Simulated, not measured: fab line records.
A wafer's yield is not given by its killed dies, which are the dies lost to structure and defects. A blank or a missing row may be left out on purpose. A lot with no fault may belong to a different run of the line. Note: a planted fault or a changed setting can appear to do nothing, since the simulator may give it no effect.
fab line records ; flow berkeley_cmos170 ; part 1 of 2: steps 1 to 29 of 42
record lots=5; wafers=15; last_day=9
route steps=331 shown CONTACT@225 M1@238 V1@254
lots that met no fault: from a run of the same line without faults
start_h: the number of hours between the record's first day and the start of the first shown wafer of the lot ; wait_h: how many hours have passed since the lot's step before this one ; " identical to the entry in the row above ; L1.1+2: several wafers, shown together as one row ; - either no value or no given start ; * or withheld: withheld ; < > ~ a bound
route shown NAME@n: names a module that has steps shown in the file, with the first one's number in the route ; usual: the fault-free wafers' mean and standard deviation ; same: alike in all rows ; chamber/n: place in a boat ; sites: readings site by site ; _std_site: their standard deviation ; _edge_site: mean of outer sites minus mean of inner sites ; radius_mm: for every site, how far away it sits from the centre of the wafer ; mask NAME#n: copy n ; behind: the last tool/chamber to shape the wafer ; hold: cause of the lot's hold/its duration in hours/its outcome ; device: transistor that didn't switch, given as n, p or np ; end of line: the same wafers' tests at the end of the route ; a step given without rows: its recipe and nothing more ; killed: dies that structure and defects cost at the first sort, which is not the same as the wafer's yield ; map: a wafer's dies, x killed, . not, _ none there
set.NAME: the run value of the setting; set.NAME@STEP: its run value at that earlier step ; model.NAME: the simulator's own value behind a step, which no gauge read
lots at selected steps of the route; one table per step, one row per wafer
services: from which hour (start_h, from the record's first day; less than 0 if before it) a tool's chamber was out of use, for how many hours, and why
## steps
# step UCB170_CONTACT_COAT_09
# recipe resist=BARC; temp_c=withheld; time_s=withheld; spin_rpm=3000; resist_thk_nm=withheld
lot.wafer;tool;chamber;start_h;wait_h
L078.1+3+6;litho_track-03;0;152.80;0.6
L079.1+2+4;litho_track-03;0;153.25;0.8
L081.3+4+5;litho_track-03;0;176.91;0.1
L084.1+3+6;litho_track-03;0;191.60;0.1
L085.3+4+5;litho_track-04;0;191.84;0.1
# step UCB170_CONTACT_COAT_10
# recipe resist=KrF; spin_rpm=1500; resist_thk_nm=900
lot.wafer;tool;chamber;start_h;wait_h
L078.1+3+6;litho_track-03;0;-;-
L079.1+2+4;litho_track-03;0;-;-
L081.3+4+5;litho_track-03;0;-;-
L084.1+3+6;litho_track-03;0;-;-
L085.3+4+5;litho_track-04;0;-;-
# step UCB170_CONTACT_SOFTBAKE_11
# recipe resist=KrF; temp_c=130; time_s=60
# same time_s=60
lot.wafer;tool;chamber;start_h;wait_h
L078.1+3+6;litho_track-03;0;-;-
L079.1+2+4;litho_track-03;0;-;-
L081.3+4+5;litho_track-03;0;-;-
L084.1+3+6;litho_track-03;0;-;-
L085.3+4+5;litho_track-04;0;-;-
# step UCB170_CONTACT_EXPOSE_12
# recipe mask_id=CONT; target_cd_nm=700; na=0.5; sigma_outer=0.6; source_shape=conventional; dose_mj=35
lot.wafer;tool;chamber;start_h;wait_h;mask
L078.1+3+6;krf_scanner-02;0;-;-;CONT#0
L079.1+2+4;krf_scanner-02;0;153.91;-;CONT#0
L081.3+4+5;krf_scanner-02;0;177.47;-;CONT#0
L084.1+3+6;krf_scanner-01;0;192.36;-;CONT#0
L085.3+4+5;krf_scanner-01;0;192.52;-;CONT#0
# step UCB170_CONTACT_PEB_13
# recipe peb_temp_c=130; peb_time_s=withheld; resist=KrF
lot.wafer;tool;chamber;start_h;wait_h
L078.1+3+6;litho_track-04;0;-;-
L079.1+2+4;litho_track-03;0;154.87;0.9
L081.3+4+5;litho_track-01;0;177.60;0.1
L084.1+3+6;litho_track-03;0;192.78;0.4
L085.3+4+5;litho_track-03;0;193.10;0.6
# step UCB170_CONTACT_DEVELOP_14
# recipe developer=TMAH; develop_time_s=45; resist=KrF; dev_temp_c=21
lot.wafer;tool;chamber;start_h;wait_h
L078.1+3+6;litho_track-04;0;-;-
L079.1+2+4;litho_track-03;0;-;-
L081.3+4+5;litho_track-01;0;-;-
L084.1+3+6;litho_track-03;0;-;-
L085.3+4+5;litho_track-03;0;-;-
# step UCB170_CONTACT_CD_MEAS_15
# recipe target_cd_nm=700
# usual cd_nm=699.9/1.3
lot.wafer;tool;chamber;start_h;wait_h;cd_nm
L078.1;cd_sem-01;-;154.72;-;702.5
L078.3;cd_sem-01;-;154.72;-;700.1
L078.6;cd_sem-01;-;154.72;-;701.0
L079.1;cd_sem-02;-;155.15;-;700.7
L079.2;cd_sem-02;-;155.15;-;701.5
L079.4;cd_sem-02;-;155.15;-;700.9
L081.3;cd_sem-01;-;177.86;-;699.3
L081.4;cd_sem-01;-;177.86;-;699.0
L081.5;cd_sem-01;-;177.86;-;699.3
L084.1;cd_sem-01;-;193.05;-;701.3
L084.3;cd_sem-01;-;193.05;-;700.0
L084.6;cd_sem-01;-;193.05;-;700.2
L085.3;cd_sem-01;-;193.37;-;700.5
L085.4;cd_sem-01;-;193.37;-;700.0
L085.5;cd_sem-01;-;193.37;-;700.9
# step UCB170_CONTACT_OVL_MEAS_16
# usual CONTACT_OVL=1/5.6
lot.wafer;tool;chamber;start_h;wait_h;CONTACT_OVL[nm]
L078.1;overlay-02;-;154.84;0.1;-3
L078.3;overlay-02;-;154.84;0.1;0
L078.6;overlay-02;-;154.84;0.1;3
L079.1;overlay-01;-;155.27;0.1;-10
L079.2;overlay-01;-;155.27;0.1;0
L079.4;overlay-01;-;155.27;0.1;9
L081.3;overlay-01;-;177.95;0.1;-3
L081.4;overlay-01;-;177.95;0.1;-11
L081.5;overlay-01;-;177.95;0.1;5
L084.1;overlay-02;-;193.17;0.1;-2
L084.3;overlay-02;-;193.17;0.1;11
L084.6;overlay-02;-;193.17;0.1;6
L085.3;overlay-01;-;193.46;0.1;0
L085.4;overlay-01;-;193.46;0.1;10
L085.5;overlay-01;-;193.46;0.1;3
# step UCB170_CONTACT_ETCH_17
# recipe chemistry=N2/H2; target_depth_a=withheld; overetch_a=withheld; target=BARC; time_s=withheld; source_w=500; bias_w=100; pressure_mtorr=30; n2_flow_sccm=100; h2_flow_sccm=200
# usual drypump_motor_current_A=5.7/0.5; n2_flow_sccm=100.06/0.29; oes_product_au=1.009/0.023; throttle_valve_pct=13.23/0.14
lot.wafer;tool;chamber;start_h;wait_h;drypump_motor_current_A;n2_flow_sccm;oes_product_au;throttle_valve_pct
L078.1;rie_diel-03;2;154.87;0.0;6.0;99.70;0.977;13.27
L078.3;rie_diel-03;0;154.87;0.0;5.5;100.11;1.005;12.96
L078.6;rie_diel-03;2;154.87;0.0;6.0;99.83;0.974;13.27
L079.1;rie_diel-04;2;155.30;0.0;5.2;100.03;1.006;13.21
L079.2;rie_diel-04;1;155.30;0.0;5.8;99.03;0.983;13.22
L079.4;rie_diel-04;1;155.30;0.0;5.8;99.64;0.983;13.24
L081.3;rie_diel-01;2;177.98;0.0;5.3;100.11;1.047;13.35
L081.4;rie_diel-01;1;177.98;0.0;5.9;99.51;0.993;13.02
L081.5;rie_diel-01;1;177.98;0.0;5.9;99.75;0.997;13.03
L084.1;rie_diel-01;1;193.21;0.0;5.9;99.79;0.993;13.00
L084.3;rie_diel-01;3;193.21;0.0;6.1;99.56;1.043;13.13
L084.6;rie_diel-01;3;193.21;0.0;6.1;99.67;1.028;13.13
L085.3;rie_diel-03;3;193.48;0.0;6.3;100.07;1.029;13.27
L085.4;rie_diel-03;1;193.48;0.0;4.9;99.64;0.981;13.32
L085.5;rie_diel-03;0;193.48;0.0;5.5;99.82;1.020;12.97
# step UCB170_CONTACT_ETCH_18
# recipe chemistry=CHF3/CF4/Ar; target=PSG; stop_on=TiSi2; CHF3_flow_sccm=45; cf4_flow_sccm=15; Ar_flow_sccm=150; pressure_mtorr=200; rf_w=700; target_depth_a=8400; over_etch_frac=0.2; time_s=195
# usual drypump_motor_current_A=5.7/0.5; oes_product_au=0.898/0.012; throttle_valve_pct=6.87/0.099
# same time_s=195
lot.wafer;tool;chamber;start_h;wait_h;drypump_motor_current_A;oes_product_au;rf_hours_counter_h;throttle_valve_pct
L078.1;rie_diel-03;2;-;-;6.0;0.905;95;6.86
L078.3;rie_diel-03;0;-;-;5.5;0.909;94;6.66
L078.6;rie_diel-03;2;-;-;6.0;0.900;-;6.88
L079.1;rie_diel-04;2;-;-;5.2;0.905;24;6.85
L079.2;rie_diel-04;1;-;-;5.8;0.891;21;6.94
L079.4;rie_diel-04;1;-;-;5.8;0.891;-;6.92
L081.3;rie_diel-01;2;-;-;5.3;0.917;1;6.88
L081.4;rie_diel-01;1;-;-;5.9;0.890;120;6.72
L081.5;rie_diel-01;1;-;-;5.9;0.887;-;6.74
L084.1;rie_diel-01;1;-;-;5.9;0.899;121;6.73
L084.3;rie_diel-01;3;-;-;6.1;0.901;59;6.69
L084.6;rie_diel-01;3;-;-;6.2;0.902;-;6.68
L085.3;rie_diel-03;3;-;-;6.3;0.901;25;6.97
L085.4;rie_diel-03;1;-;-;4.9;0.879;127;6.97
L085.5;rie_diel-03;0;-;-;5.5;0.892;-;6.65
# step UCB170_CONTACT_STRIP_19
# recipe chemistry=O2; power_w=400; pressure_mtorr=3500; platen_temp_c=withheld; o2_flow_sccm=400; overash_fraction=0.5
# usual drypump_motor_current_A=5.6/0.39; o2_flow_sccm=399.8/1.3; oes_product_au=0.725/0.0046
lot.wafer;tool;chamber;start_h;wait_h;drypump_motor_current_A;o2_flow_sccm;oes_product_au;rf_hours_counter_h
L078.1;plasma_asher-02;0;155.04;-;5.9;400.4;0.726;5
L078.3;plasma_asher-02;0;155.04;-;5.9;401.7;0.725;-
L078.6;plasma_asher-02;0;155.04;-;5.9;400.6;0.725;-
L079.1;plasma_asher-01;1;155.47;-;5.6;402.2;0.729;46
L079.2;plasma_asher-01;0;155.47;-;5.9;398.3;0.727;46
L079.4;plasma_asher-01;1;155.47;-;5.6;403.0;0.721;-
L081.3;plasma_asher-01;0;178.18;-;5.9;399.6;0.726;-
L081.4;plasma_asher-01;1;178.18;-;5.6;399.0;0.724;-
L081.5;plasma_asher-01;0;178.18;-;5.9;400.4;0.728;-
L084.1;plasma_asher-01;0;193.37;-;5.9;400.5;0.725;50
L084.3;plasma_asher-01;1;193.37;-;5.6;401.0;0.729;-
L084.6;plasma_asher-01;1;193.37;-;5.6;400.2;0.725;-
L085.3;plasma_asher-04;0;193.68;-;5.5;401.3;0.728;-
L085.4;plasma_asher-04;1;193.68;-;5.7;402.8;0.727;-
L085.5;plasma_asher-04;0;193.68;-;5.5;401.3;0.731;-
# step UCB170_CONTACT_CD_MEAS_90
# recipe target_cd_nm=700
# usual cd_nm=699.9/1.6
lot.wafer;tool;chamber;start_h;wait_h;cd_nm
L078.1;cd_sem-01;-;155.14;0.1;700.5
L078.3;cd_sem-01;-;155.14;0.1;700.0
L078.6;cd_sem-01;-;155.14;0.1;699.8
L079.1;cd_sem-01;-;155.57;0.1;701.4
L079.2;cd_sem-01;-;155.57;0.1;701.8
L079.4;cd_sem-01;-;155.57;0.1;700.8
L081.3;cd_sem-02;-;178.29;0.1;699.7
L081.4;cd_sem-02;-;178.29;0.1;700.0
L081.5;cd_sem-02;-;178.29;0.1;699.5
L084.1;cd_sem-01;-;193.47;0.1;701.5
L084.3;cd_sem-01;-;193.47;0.1;699.6
L084.6;cd_sem-01;-;193.47;0.1;700.0
L085.3;cd_sem-01;-;193.86;0.1;700.1
L085.4;cd_sem-01;-;193.86;0.1;700.3
L085.5;cd_sem-01;-;193.86;0.1;701.0
# step UCB170_CONTACT_CLEAN_20
# recipe chemistry=SPM; temp_c=120; time_s=600
# same time_s=600
lot.wafer;tool;chamber;start_h;wait_h
L078.1+3+6;wet_bench-01;2;155.26;0.1
L079.1+2+4;wet_bench-01;2;155.69;0.1
L081.3+4+5;wet_bench-01;3;178.37;0.1
L084.1+3+6;wet_bench-01;2;193.59;0.1
L085.3+4+5;wet_bench-02;1;193.94;0.1
# step UCB170_M1_SPUTTER_00
# recipe material=Al; target_thk_nm=600; time_s=80; power_w=6000; chamber_pressure_pa=0.5
# usual throttle_valve_pct=29.8/1.4
# same time_s=80
lot.wafer;tool;chamber;start_h;wait_h;throttle_valve_pct
L078.1;pvd_sputter-01;-;155.44;0.0;30.8
L078.3;pvd_sputter-01;-;155.44;0.0;29.1
L078.6;pvd_sputter-01;-;155.44;0.0;31.5
L079.1;pvd_sputter-02;-;155.87;0.0;27.2
L079.2;pvd_sputter-02;-;155.87;0.0;29.6
L079.4;pvd_sputter-02;-;155.87;0.0;29.5
L081.3;pvd_sputter-02;-;178.54;0.0;27.6
L081.4;pvd_sputter-02;-;178.54;0.0;32.5
L081.5;pvd_sputter-02;-;178.54;0.0;32.6
L084.1;pvd_sputter-01;-;193.77;0.0;31.6
L084.3;pvd_sputter-01;-;193.77;0.0;29.0
L084.6;pvd_sputter-01;-;193.77;0.0;29.2
L085.3;pvd_sputter-04;-;194.11;0.0;28.2
L085.4;pvd_sputter-04;-;194.11;0.0;30.6
L085.5;pvd_sputter-04;-;194.11;0.0;30.3
# step UCB170_M1_RS_MEAS_01
# recipe thk_meas_gauge=four-point-probe; reads=Al_of_M1_SPUTTER_00
# usual M1_AL_RS=0.0483/0.00057
lot.wafer;tool;chamber;start_h;wait_h;M1_AL_RS[ohm/sq]
L078.1;film_metro-01;-;155.50;0.0;0.0477
L078.3;film_metro-01;-;155.50;0.0;0.0480
L078.6;film_metro-01;-;155.50;0.0;0.0480
L079.1;film_metro-01;-;155.93;0.0;0.0484
L079.2;film_metro-01;-;155.93;0.0;0.0485
L079.4;film_metro-01;-;155.93;0.0;0.0486
L081.3;film_metro-03;-;178.64;0.1;0.0479
L081.4;film_metro-03;-;178.64;0.1;0.0482
L081.5;film_metro-03;-;178.64;0.1;0.0480
L084.1;film_metro-01;-;193.83;0.0;0.0469
L084.3;film_metro-01;-;193.83;0.0;0.0469
L084.6;film_metro-01;-;193.83;0.0;0.0469
L085.3;film_metro-02;-;194.21;0.1;0.0476
L085.4;film_metro-02;-;194.21;0.1;0.0480
L085.5;film_metro-02;-;194.21;0.1;0.0482
# step UCB170_M1_THK_MEAS_02
# recipe thk_meas_gauge=xrf; reads=Al_of_M1_SPUTTER_00
# usual M1_AL_THK=595/7.4
lot.wafer;tool;chamber;start_h;wait_h;M1_AL_THK[nm]
L078.1;film_metro-01;-;155.62;0.1;605
L078.3;film_metro-01;-;155.62;0.1;603
L078.6;film_metro-01;-;155.62;0.1;603
L079.1;film_metro-01;-;156.05;0.1;596
L079.2;film_metro-01;-;156.05;0.1;592
L079.4;film_metro-01;-;156.05;0.1;593
L081.3;film_metro-03;-;178.74;0.1;597
L081.4;film_metro-03;-;178.74;0.1;592
L081.5;film_metro-03;-;178.74;0.1;595
L084.1;film_metro-01;-;193.95;0.1;619
L084.3;film_metro-01;-;193.95;0.1;620
L084.6;film_metro-01;-;193.95;0.1;617
L085.3;film_metro-02;-;194.31;0.1;602
L085.4;film_metro-02;-;194.31;0.1;601
L085.5;film_metro-02;-;194.31;0.1;599
# step UCB170_M1_COAT_03
# recipe resist=BARC; temp_c=withheld; time_s=withheld; spin_rpm=3000; resist_thk_nm=withheld
lot.wafer;tool;chamber;start_h;wait_h
L078.1+3+6;litho_track-04;0;156.07;0.4
L079.1+2+4;litho_track-04;0;156.52;0.5
L081.3+4+5;litho_track-04;0;178.83;0.1
L084.1+3+6;litho_track-04;0;194.04;0.1
L085.3+4+5;litho_track-03;0;194.49;0.2
# step UCB170_M1_COAT_04
# recipe resist=KrF; spin_rpm=1500; resist_thk_nm=900
lot.wafer;tool;chamber;start_h;wait_h
L078.1+3+6;litho_track-04;0;-;-
L079.1+2+4;litho_track-04;0;-;-
L081.3+4+5;litho_track-04;0;-;-
L084.1+3+6;litho_track-04;0;-;-
L085.3+4+5;litho_track-03;0;-;-
# step UCB170_M1_SOFTBAKE_05
# recipe resist=KrF; temp_c=130; time_s=60
# same time_s=60
lot.wafer;tool;chamber;start_h;wait_h
L078.1+3+6;litho_track-04;0;-;-
L079.1+2+4;litho_track-04;0;-;-
L081.3+4+5;litho_track-04;0;-;-
L084.1+3+6;litho_track-04;0;-;-
L085.3+4+5;litho_track-03;0;-;-
# step UCB170_M1_EXPOSE_06
# recipe mask_id=METAL1; target_cd_nm=700; na=0.5; sigma_outer=0.6; source_shape=conventional; dose_mj=20.57
lot.wafer;tool;chamber;start_h;wait_h;mask
L078.1+3+6;krf_scanner-01;0;156.52;-;METAL1#0
L079.1+2+4;krf_scanner-02;0;156.97;-;METAL1#0
L081.3+4+5;krf_scanner-02;0;179.40;-;METAL1#0
L084.1+3+6;krf_scanner-01;0;194.67;-;METAL1#0
L085.3+4+5;krf_scanner-02;0;195.06;-;METAL1#0
# step UCB170_M1_PEB_07
# recipe peb_temp_c=130; peb_time_s=withheld; resist=KrF
lot.wafer;tool;chamber;start_h;wait_h
L078.1+3+6;litho_track-03;0;156.70;0.2
L079.1+2+4;litho_track-04;0;157.24;0.3
L081.3+4+5;litho_track-04;0;179.52;0.1
L084.1+3+6;litho_track-04;0;194.82;0.1
L085.3+4+5;litho_track-04;0;195.18;0.1
# step UCB170_M1_DEVELOP_08
# recipe developer=TMAH; develop_time_s=45; resist=KrF; dev_temp_c=21
lot.wafer;tool;chamber;start_h;wait_h
L078.1+3+6;litho_track-03;0;-;-
L079.1+2+4;litho_track-04;0;-;-
L081.3+4+5;litho_track-04;0;-;-
L084.1+3+6;litho_track-04;0;-;-
L085.3+4+5;litho_track-04;0;-;-
# step UCB170_M1_CD_MEAS_09
# recipe target_cd_nm=700
# usual cd_nm=700.2/1.3
lot.wafer;tool;chamber;start_h;wait_h;cd_nm
L078.1;cd_sem-02;-;156.97;-;701.2
L078.3;cd_sem-02;-;156.97;-;701.9
L078.6;cd_sem-02;-;156.97;-;700.6
L079.1;cd_sem-01;-;157.52;-;701.9
L079.2;cd_sem-01;-;157.52;-;701.2
L079.4;cd_sem-01;-;157.52;-;702.4
L081.3;cd_sem-01;-;179.79;-;701.0
L081.4;cd_sem-01;-;179.79;-;700.4
L081.5;cd_sem-01;-;179.79;-;699.4
L084.1;cd_sem-01;-;195.09;-;700.7
L084.3;cd_sem-01;-;195.09;-;699.5
L084.6;cd_sem-01;-;195.09;-;699.8
L085.3;cd_sem-02;-;195.45;-;700.5
L085.4;cd_sem-02;-;195.45;-;700.0
L085.5;cd_sem-02;-;195.45;-;701.2
# step UCB170_M1_OVL_MEAS_10
# usual M1_OVL=0/4.8
lot.wafer;tool;chamber;start_h;wait_h;M1_OVL[nm]
L078.1;overlay-02;-;157.09;0.1;-2
L078.3;overlay-02;-;157.09;0.1;1
L078.6;overlay-02;-;157.09;0.1;-5
L079.1;overlay-02;-;157.64;0.1;-8
L079.2;overlay-02;-;157.64;0.1;-7
L079.4;overlay-02;-;157.64;0.1;-3
L081.3;overlay-01;-;179.88;0.1;-3
L081.4;overlay-01;-;179.88;0.1;-3
L081.5;overlay-01;-;179.88;0.1;-4
L084.1;overlay-01;-;195.21;0.1;-8
L084.3;overlay-01;-;195.21;0.1;-5
L084.6;overlay-01;-;195.21;0.1;-4
L085.3;overlay-01;-;195.54;0.1;2
L085.4;overlay-01;-;195.54;0.1;-1
L085.5;overlay-01;-;195.54;0.1;2
# step UCB170_M1_ETCH_11
# recipe chemistry=N2/H2; target_depth_a=withheld; overetch_a=withheld; target=BARC; time_s=withheld; source_w=500; bias_w=100; pressure_mtorr=30; n2_flow_sccm=100; h2_flow_sccm=200
# usual drypump_motor_current_A=5.7/0.5; n2_flow_sccm=100.02/0.29; oes_product_au=1.000/0.024; throttle_valve_pct=13.28/0.17
lot.wafer;tool;chamber;start_h;wait_h;drypump_motor_current_A;n2_flow_sccm;oes_product_au;throttle_valve_pct
L078.1;rie_diel-01;0;157.13;0.0;4.9;100.19;0.967;13.63
L078.3;rie_diel-01;3;157.13;0.0;6.1;99.82;1.038;13.14
L078.6;rie_diel-01;1;157.13;0.0;5.9;99.57;0.984;13.01
L079.1;rie_diel-03;0;157.67;0.0;5.5;99.87;1.001;12.94
L079.2;rie_diel-03;3;157.67;0.0;6.3;100.11;1.027;13.28
L079.4;rie_diel-03;1;157.67;0.0;4.9;99.68;0.983;13.30
L081.3;rie_diel-02;3;179.90;0.0;6.4;100.72;0.982;13.54
L081.4;rie_diel-02;1;179.90;0.0;5.6;100.23;0.971;13.29
L081.5;rie_diel-02;2;179.90;0.0;5.1;99.94;1.015;13.45
L084.1;rie_diel-02;0;195.25;0.0;5.9;100.07;1.029;13.20
L084.3;rie_diel-02;2;195.25;0.0;5.0;100.26;0.997;13.46
L084.6;rie_diel-02;1;195.25;0.0;5.6;99.44;0.965;13.29
L085.3;rie_diel-03;0;195.57;0.0;5.5;100.30;1.010;12.96
L085.4;rie_diel-03;2;195.57;0.0;6.0;99.99;0.991;13.27
L085.5;rie_diel-03;3;195.57;0.0;6.3;99.79;1.025;13.29
# step UCB170_M1_METAL_ETCH_12
# recipe chemistry=Cl2/BCl3; target=Al; stop_on=PSG; pressure_mtorr=12; target_depth_a=7800; over_etch_frac=0.3; time_s=130; icp_w=600; bias_w=120; Cl2_flow_sccm=90; bcl3_flow_sccm=45
# usual drypump_motor_current_A=5.7/0.46; oes_product_au=0.859/0.012; throttle_valve_pct=24.3/0.38
# same time_s=130
lot.wafer;tool;chamber;start_h;wait_h;drypump_motor_current_A;oes_product_au;rf_hours_counter_h;throttle_valve_pct
L078.1;rie_metal-02;1;157.17;-;5.6;0.856;2.6;24.3
L078.3;rie_metal-02;0;157.17;-;5.8;0.874;-;24.2
L078.6;rie_metal-02;1;157.17;-;5.6;0.856;-;24.3
L079.1;rie_metal-04;1;157.72;-;6.7;0.845;1.9;23.8
L079.2;rie_metal-04;0;157.72;-;5.1;0.849;8.0;24.8
L079.4;rie_metal-04;1;157.72;-;6.7;0.847;-;23.8
L081.3;rie_metal-01;0;179.99;-;5.4;0.872;-;24.7
L081.4;rie_metal-01;1;179.99;-;5.5;0.867;-;23.9
L081.5;rie_metal-01;0;179.99;-;5.4;0.857;-;24.8
L084.1;rie_metal-04;0;195.29;-;5.1;0.869;9.2;24.8
L084.3;rie_metal-04;0;195.29;-;5.1;0.875;-;24.8
L084.6;rie_metal-04;0;195.29;-;5.1;0.870;-;24.8
L085.3;rie_metal-02;1;195.65;-;5.7;0.856;-;24.3
L085.4;rie_metal-02;0;195.65;-;5.8;0.880;-;24.2
L085.5;rie_metal-02;1;195.65;-;5.7;0.844;-;24.3
# step UCB170_M1_STRIP_13
# recipe chemistry=O2; power_w=400; pressure_mtorr=3500; platen_temp_c=withheld; o2_flow_sccm=400; overash_fraction=0.5
# usual drypump_motor_current_A=5.6/0.34; o2_flow_sccm=400.0/1.2; oes_product_au=0.720/0.0043
lot.wafer;tool;chamber;start_h;wait_h;drypump_motor_current_A;o2_flow_sccm;oes_product_au;rf_hours_counter_h
L078.1;plasma_asher-02;0;157.30;0.1;5.9;400.1;0.719;5
L078.3;plasma_asher-02;0;157.30;0.1;5.9;402.1;0.721;-
L078.6;plasma_asher-02;1;157.30;0.1;4.6;399.2;0.709;-
L079.1;plasma_asher-02;0;157.85;0.1;5.9;400.7;0.714;5
L079.2;plasma_asher-02;1;157.85;0.1;4.6;399.2;0.725;5
L079.4;plasma_asher-02;0;157.85;0.1;5.9;400.8;0.718;-
L081.3;plasma_asher-04;0;180.11;0.1;5.6;402.0;0.722;-
L081.4;plasma_asher-04;1;180.11;0.1;5.7;400.9;0.727;-
L081.5;plasma_asher-04;0;180.11;0.1;5.5;399.1;0.719;-
L084.1;plasma_asher-03;0;195.42;0.1;5.7;399.5;0.721;48
L084.3;plasma_asher-03;0;195.42;0.1;5.7;398.4;0.726;-
L084.6;plasma_asher-03;0;195.42;0.1;5.7;397.9;0.724;-
L085.3;plasma_asher-04;1;195.77;0.1;5.7;401.4;0.711;-
L085.4;plasma_asher-04;0;195.77;0.1;5.6;399.9;0.724;-
L085.5;plasma_asher-04;0;195.77;0.1;5.5;399.0;0.718;-
# step UCB170_M1_CD_MEAS_90
# recipe target_cd_nm=700
# usual cd_nm=698.7/2.4
lot.wafer;tool;chamber;start_h;wait_h;cd_nm
L078.1;cd_sem-02;-;157.40;0.1;702.8
L078.3;cd_sem-02;-;157.40;0.1;701.2
L078.6;cd_sem-02;-;157.40;0.1;702.6
L079.1;cd_sem-01;-;157.95;0.1;701.0
L079.2;cd_sem-01;-;157.95;0.1;698.4
L079.4;cd_sem-01;-;157.95;0.1;700.7
L081.3;cd_sem-02;-;180.22;0.1;699.2
L081.4;cd_sem-02;-;180.22;0.1;698.7
L081.5;cd_sem-02;-;180.22;0.1;696.5
L084.1;cd_sem-01;-;195.52;0.1;697.5
L084.3;cd_sem-01;-;195.52;0.1;700.0
L084.6;cd_sem-01;-;195.52;0.1;700.5
L085.3;cd_sem-01;-;195.88;0.1;699.9
L085.4;cd_sem-01;-;195.88;0.1;697.5
L085.5;cd_sem-01;-;195.88;0.1;699.2
# step UCB170_M1_ANNEAL_14
# recipe temp_c=400; time_s=1200; ambient=forming_gas
# usual spike_tc_load_C=420.4/2.7; tube_center_temp_C=400/0.035
# same time_s=1200
lot.wafer;tool;chamber;start_h;wait_h;spike_tc_load_C;tube_center_temp_C
L078.1;-;-;160.08;2.7;416.2;400.02
L078.3;-;-;160.08;2.7;416.6;400.1
L078.6;-;-;160.08;2.7;417.5;399.98
L079.1;-;-;160.08;2.1;415.6;400.05
L079.2;-;-;160.08;2.1;418.2;400.02
L079.4;-;-;160.08;2.1;415.9;400.01
L081.3;-;-;183.18;2.9;420.5;400.02
L081.4;-;-;183.18;2.9;422.0;399.94
L081.5;-;-;183.18;2.9;421.5;399.91
L084.1;-;-;199.53;4.0;420.6;399.93
L084.3;-;-;199.53;4.0;421.2;400.05
L084.6;-;-;199.53;4.0;418.7;400
L085.3;-;-;199.53;3.6;421.3;400.02
L085.4;-;-;199.53;3.6;417.9;400.06
L085.5;-;-;199.53;3.6;420.6;400.02
